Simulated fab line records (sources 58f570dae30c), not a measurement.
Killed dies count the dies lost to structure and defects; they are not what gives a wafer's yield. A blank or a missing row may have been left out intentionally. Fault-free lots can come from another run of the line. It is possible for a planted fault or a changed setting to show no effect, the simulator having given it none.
The tool behind it: which one? ; flow berkeley_cmos170 ; 72 wafers from 24 lots sampled at 6 of the route's 331 steps

WHAT THE GAUGES READ, wafer by wafer
UCB170_V2_CD_MEAS_12 targets a cd of 700 nm. Usual: cd_nm at 700.6 nm, with a standard deviation of 1.3.
lot;measured;on;cd_nm (nm);flag
L077;day 9 06:14;cd_sem-02;701.7 701.4 700.7;
L074;day 9 07:18;cd_sem-02;698.7 698.0 698.3;
L075;day 9 08:45;cd_sem-01;702.8 699.5 701.6;
L076;day 9 09:04;cd_sem-01;699.6 700.5 699.8;
L079;day 9 15:18;cd_sem-02;700.8 700.9 699.3;
L080;day 9 16:53;cd_sem-01;699.9 700.1 701.7;
L078;day 10 02:17;cd_sem-02;701.8 701.2 701.7;
L082;day 10 01:43;cd_sem-01;699.1 700.5 698.6;
L081;day 10 02:21;cd_sem-01;701.8 701.7 701.4;
L083;day 10 11:52;cd_sem-01;700.6 700.0 700.3;
L085;day 10 12:36;cd_sem-01;700.1 701.4 699.9;
L084;day 10 16:41;cd_sem-02;700.2 700.1 699.3;
L086;day 10 23:16;cd_sem-01;701.1 701.4 702.4;
L088;day 11 02:43;cd_sem-02;697.4 698.8 697.7;
L087;day 11 04:11;cd_sem-01;698.6 699.7 697.8;
L089;day 11 04:27;cd_sem-02;701.3 701.4 700.6;
L091;day 12 05:43;cd_sem-02;701.4 700.8 701.7;
L094;day 12 07:07;cd_sem-02;703.0 701.1 701.5;
L090;day 12 08:05;cd_sem-01;701.6 700.2 702.2;
L092;day 12 08:38;cd_sem-01;702.8 701.9 703.1;
L093;day 12 09:01;cd_sem-01;699.4 699.8 699.5;
L095;day 13 01:47;cd_sem-02;700.7 701.2 702.1;
L096;day 13 02:16;cd_sem-02;701.5 702.4 702.5;
L097;day 13 02:49;cd_sem-02;700.5 700.5 700.9;

UCB170_M3_CD_MEAS_15 targets a cd of 700 nm. Usual: cd_nm at 699.8 nm, with a standard deviation of 1.8.
lot;measured;on;cd_nm (nm);flag
L077;day 9 09:13;cd_sem-01;698.1 699.1 697.8;
L074;day 9 11:38;cd_sem-02;700.3 699.1 700.3;
L075;day 9 12:52;cd_sem-01;702.4 701.3 701.1;
L076;day 9 12:56;cd_sem-02;700.9 700.0 701.6;
L079;day 9 18:38;cd_sem-01;702.9 701.9 702.0;
L080;day 9 19:55;cd_sem-01;699.9 698.5 699.4;
L078;day 10 05:41;cd_sem-01;695.9 695.6 694.0;
L082;day 10 05:35;cd_sem-02;701.1 700.9 700.9;
L081;day 10 06:02;cd_sem-01;703.0 702.5 702.4;
L083;day 10 15:05;cd_sem-02;699.4 701.4 699.1;
L085;day 10 15:25;cd_sem-01;698.8 698.0 698.9;
L084;day 10 23:10;cd_sem-01;700.9 700.2 700.3;
L086;day 11 02:17;cd_sem-02;700.4 701.0 699.5;
L088;day 11 05:18;cd_sem-01;699.2 699.9 700.5;
L087;day 11 06:45;cd_sem-01;701.6 700.4 700.7;
L089;day 11 07:05;cd_sem-02;701.0 701.0 700.8;
L091;day 12 08:22;cd_sem-01;698.4 698.2 697.3;
L094;day 12 11:10;cd_sem-01;700.9 702.1 702.9;
L090;day 12 11:58;cd_sem-01;696.6 696.7 697.9;
L092;day 12 12:28;cd_sem-02;702.0 701.2 700.4;
L093;day 12 13:26;cd_sem-02;697.1 698.5 697.4;
L095;day 13 04:26;cd_sem-01;699.7 699.9 699.0;
L096;day 13 04:55;cd_sem-02;699.5 701.2 701.9;
L097;day 13 05:16;cd_sem-01;698.9 701.5 699.3;

UCB170_M3_CD_MEAS_90 targets a cd of 700 nm. Usual: cd_nm at 697.6 nm, with a standard deviation of 3.
lot;measured;on;cd_nm (nm);flag
L077;day 9 09:41;cd_sem-02;696.7 698.4 697.1;
L074;day 9 12:07;cd_sem-02;700.4 695.7 696.4;
L075;day 9 13:21;cd_sem-02;700.2 694.7 698.2;
L076;day 9 13:25;cd_sem-01;695.3 697.1 695.4;
L079;day 9 19:08;cd_sem-01;700.7 700.3 699.3;
L080;day 9 20:23;cd_sem-01;694.8 696.4 696.8;
L078;day 10 06:15;cd_sem-01;693.9 694.6 690.7;
L082;day 10 06:07;cd_sem-01;699.2 700.3 699.8;
L081;day 10 06:31;cd_sem-01;698.7 697.5 700.0;
L083;day 10 15:34;cd_sem-01;700.2 694.5 698.5;
L085;day 10 15:58;cd_sem-02;696.9 694.7 697.5;
L084;day 10 23:39;cd_sem-02;698.0 695.4 699.8;
L086;day 11 02:52;cd_sem-01;697.5 699.9 696.9;
L088;day 11 05:47;cd_sem-02;694.4 693.5 697.6;
L087;day 11 07:14;cd_sem-01;699.1 696.9 697.8;
L089;day 11 07:34;cd_sem-02;700.8 695.2 696.2;
L091;day 12 08:51;cd_sem-01;695.8 690.8 692.6;
L094;day 12 11:42;cd_sem-01;697.9 701.2 702.0;
L090;day 12 12:38;cd_sem-02;695.4 694.5 696.7;
L092;day 12 12:56;cd_sem-01;696.4 696.9 699.6;
L093;day 12 13:55;cd_sem-01;694.3 696.3 703.5;
L095;day 13 04:55;cd_sem-01;694.1 696.9 695.7;
L096;day 13 05:24;cd_sem-02;704.0 703.9 697.5;
L097;day 13 05:46;cd_sem-02;700.0 700.9 698.1;

UCB170_M3_BOW_MEAS_20. Usual: M3_BOW 35 um, standard deviation 6.4.
lot;measured;on;M3_BOW (um);flag
L077;day 9 09:57;film_metro-04;29 32 31;
L074;day 9 12:14;film_metro-04;39 37 22;
L075;day 9 13:28;film_metro-01;43 41 41;
L076;day 9 13:35;film_metro-01;39 39 42;
L079;day 9 19:15;film_metro-04;26 31 32;
L080;day 9 20:31;film_metro-01;32 36 33;
L078;day 10 06:22;film_metro-04;34 35 35;
L082;day 10 06:14;film_metro-01;36 41 42;
L081;day 10 06:38;film_metro-01;36 43 34;
L083;day 10 15:41;film_metro-01;38 35 35;
L085;day 10 16:05;film_metro-03;39 36 28;
L084;day 10 23:46;film_metro-03;41 39 46;
L086;day 11 02:59;film_metro-03;43 51 35;
L088;day 11 05:54;film_metro-04;28 26 34;
L087;day 11 07:22;film_metro-04;24 48 42;
L089;day 11 07:41;film_metro-03;28 31 28;
L091;day 12 08:58;film_metro-03;29 25 30;
L094;day 12 11:49;film_metro-03;28 34 34;
L090;day 12 12:45;film_metro-03;33 42 39;
L092;day 12 13:04;film_metro-01;34 28 26;
L093;day 12 14:02;film_metro-04;34 34 34;
L095;day 13 05:02;film_metro-04;34 27 27;
L096;day 13 05:31;film_metro-03;31 36 39;
L097;day 13 05:53;film_metro-01;32 26 36;

WHICH TOOL RAN EACH LOT (tool, then ch and the chambers of the sampled wafers, then the start)
lot;UCB170_V1_STRIP_15;UCB170_V2_ETCH_14
L077;plasma_asher-02 ch 1, day 8 23:34;rie_diel-04 ch 0,2,3, day 9 06:23
L074;plasma_asher-04 ch 0,1, day 9 01:29;rie_diel-03 ch 0,2,3, day 9 07:29
L075;plasma_asher-04 ch 0,1, day 9 03:11;rie_diel-04 ch 0,1, day 9 08:53
L076;plasma_asher-02 ch 0,1, day 9 03:28;rie_diel-03 ch 0,3, day 9 09:12
L079;plasma_asher-04 ch 0,1, day 9 09:40;rie_diel-04 ch 1,2,3, day 9 15:27
L080;plasma_asher-01 ch 0,1, day 9 11:43;rie_diel-03 ch 0,2,3, day 9 17:03
L078;plasma_asher-04 ch 0,1, day 9 17:52;rie_diel-04 ch 1,3, day 10 02:26
L082;plasma_asher-04 ch 0,1, day 9 18:26;rie_diel-03 ch 0,1,2, day 10 01:53
L081;plasma_asher-02 ch 0,1, day 9 19:22;rie_diel-01 ch 0,1,2, day 10 02:28
L083;plasma_asher-01 ch 0,1, day 10 06:41;rie_diel-01 ch 1,2,3, day 10 12:01
L085;plasma_asher-02 ch 0,1, day 10 07:34;rie_diel-04 ch 1,2,3, day 10 12:41
L084;plasma_asher-01 ch 0,1, day 10 09:36;rie_diel-03 ch 0,1,2, day 10 16:52
L086;plasma_asher-04 ch 0,1, day 10 16:23;rie_diel-01 ch 0,1,3, day 10 23:23
L088;plasma_asher-04 ch 0,1, day 10 20:10;rie_diel-01 ch 1,2,3, day 11 02:52
L087;plasma_asher-02 ch 0,1, day 10 22:17;rie_diel-04 ch 0,1,3, day 11 04:20
L089;plasma_asher-01 ch 1, day 10 22:54;rie_diel-03 ch 0,2, day 11 04:37
L091;plasma_asher-01 ch 0, day 11 23:35;rie_diel-04 ch 1,2, day 12 05:52
L094;plasma_asher-01 ch 0, day 12 01:34;rie_diel-01 ch 0,1, day 12 07:16
L090;plasma_asher-04 ch 0,1, day 12 02:34;rie_diel-03 ch 0,2, day 12 08:13
L092;plasma_asher-01 ch 0,1, day 12 02:41;rie_diel-04 ch 0,3, day 12 08:46
L093;plasma_asher-02 ch 0,1, day 12 02:53;rie_diel-01 ch 0,1,3, day 12 09:07
L095;plasma_asher-01 ch 0,1, day 12 19:52;rie_diel-01 ch 0,2,3, day 13 01:55
L096;plasma_asher-02 ch 0,1, day 12 20:10;rie_diel-03 ch 0,1, day 13 02:22
L097;plasma_asher-04 ch 0,1, day 12 20:23;rie_diel-01 ch 0,2,3, day 13 02:58
- UCB170_V1_STRIP_15: strips in O2.
- UCB170_V2_ETCH_14: etches SiO2 in CHF3/CF4/Ar, stops on Al, target depth 1250 nm, time 291 s.

AS READ BY THE TOOLS THEMSELVES (means over the sampled wafers that have a number; for cases with no such wafer, the mark the record gives instead)
UCB170_V1_STRIP_15. Usual: drypump_motor_current_A 5.9 A, standard deviation 0.34; oes_product_au 0.722 a.u., standard deviation 0.0043; strip_time_to_endpoint_s 15.30 s, standard deviation 0.11.
lot;tool;drypump_motor_current_A (A);oes_product_au (a.u.);strip_time_to_endpoint_s (s);flag
L077;plasma_asher-02;6.3;0.727;15.27;
L074;plasma_asher-04;5.5;0.724;15.40;
L075;plasma_asher-04;5.6;0.721;15.32;
L076;plasma_asher-02;6.3;0.723;15.22;
L079;plasma_asher-04;5.5;0.723;15.33;
L080;plasma_asher-01;6.1;0.722;15.28;
L078;plasma_asher-04;5.5;0.719;15.42;
L082;plasma_asher-04;5.5;0.718;15.46;
L081;plasma_asher-02;6.3;0.722;15.11;
L083;plasma_asher-01;6.1;0.726;15.21;
L085;plasma_asher-02;6.2;0.719;15.31;
L084;plasma_asher-01;6.1;0.718;15.49;
L086;plasma_asher-04;5.5;0.722;15.17;
L088;plasma_asher-04;5.5;0.717;15.25;
L087;plasma_asher-02;6.3;0.722;15.25;
L089;plasma_asher-01;6.0;0.725;15.31;
L091;plasma_asher-01;6.3;0.722;15.36;
L094;plasma_asher-01;6.3;0.724;15.33;
L090;plasma_asher-04;5.5;0.719;15.45;
L092;plasma_asher-01;6.2;0.718;15.20;
L093;plasma_asher-02;6.2;0.725;15.22;
L095;plasma_asher-01;6.2;0.725;15.22;
L096;plasma_asher-02;6.2;0.725;15.32;
L097;plasma_asher-04;5.5;0.721;15.09;

UCB170_V2_ETCH_14. Usual: drypump_motor_current_A 5.9 A, standard deviation 0.41; oes_product_au 0.875 a.u., standard deviation 0.012; rf_fwd_power_W 698.7 W, standard deviation 2.1; throttle_valve_pct 6.93 %, standard deviation 0.14.
lot;tool;drypump_motor_current_A (A);oes_product_au (a.u.);rf_fwd_power_W (W);throttle_valve_pct (%);flag
L077;rie_diel-04;5.6;0.866;698.6;6.85;
L074;rie_diel-03;5.9;0.884;698.9;6.95;
L075;rie_diel-04;6.1;0.857;697.3;7.08;
L076;rie_diel-03;5.8;0.874;698.0;6.91;
L079;rie_diel-04;5.7;0.869;697.6;6.86;
L080;rie_diel-03;5.9;0.881;697.9;6.95;
L078;rie_diel-04;6.1;0.865;698.3;6.84;
L082;rie_diel-03;6.0;0.879;699.1;6.96;
L081;rie_diel-01;5.7;0.880;700.1;6.89;
L083;rie_diel-01;6.0;0.886;699.2;6.99;
L085;rie_diel-04;5.7;0.870;696.8;6.86;
L084;rie_diel-03;6.0;0.877;698.1;6.95;
L086;rie_diel-01;5.7;0.881;698.2;6.94;
L088;rie_diel-01;6.0;0.877;699.7;6.99;
L087;rie_diel-04;6.1;0.862;696.2;6.95;
L089;rie_diel-03;5.9;0.888;701.4;6.98;
L091;rie_diel-04;5.4;0.872;696.4;6.88;
L094;rie_diel-01;5.4;0.878;699.4;6.93;
L090;rie_diel-03;5.9;0.883;698.5;6.89;
L092;rie_diel-04;6.0;0.860;696.1;6.94;
L093;rie_diel-01;5.7;0.883;699.5;6.94;
L095;rie_diel-01;6.0;0.882;698.3;6.90;
L096;rie_diel-03;6.0;0.875;699.4;6.87;
L097;rie_diel-01;6.0;0.884;699.2;6.90;

THE ANSWER, worked out from the rows above alone
Rule: lot off if the mean of its wafers having a number is beyond 3 standard deviations from the usual mean. A lot without any number at a reading at which 4 lots or more have one is off too. Where the step has rows for the other lots, those lots are counted as sound. Order of review: gauges by route order, followed by the tools' own readings, for which a lot's mean as printed above is used. The first step at which some lot is off is used, and at that step the reading that is off furthest; a lot without a number counts as furthest.
Nothing can be told from this: no lot is off at any reading shown.

WHAT THE SIMULATOR HAD PUT IN
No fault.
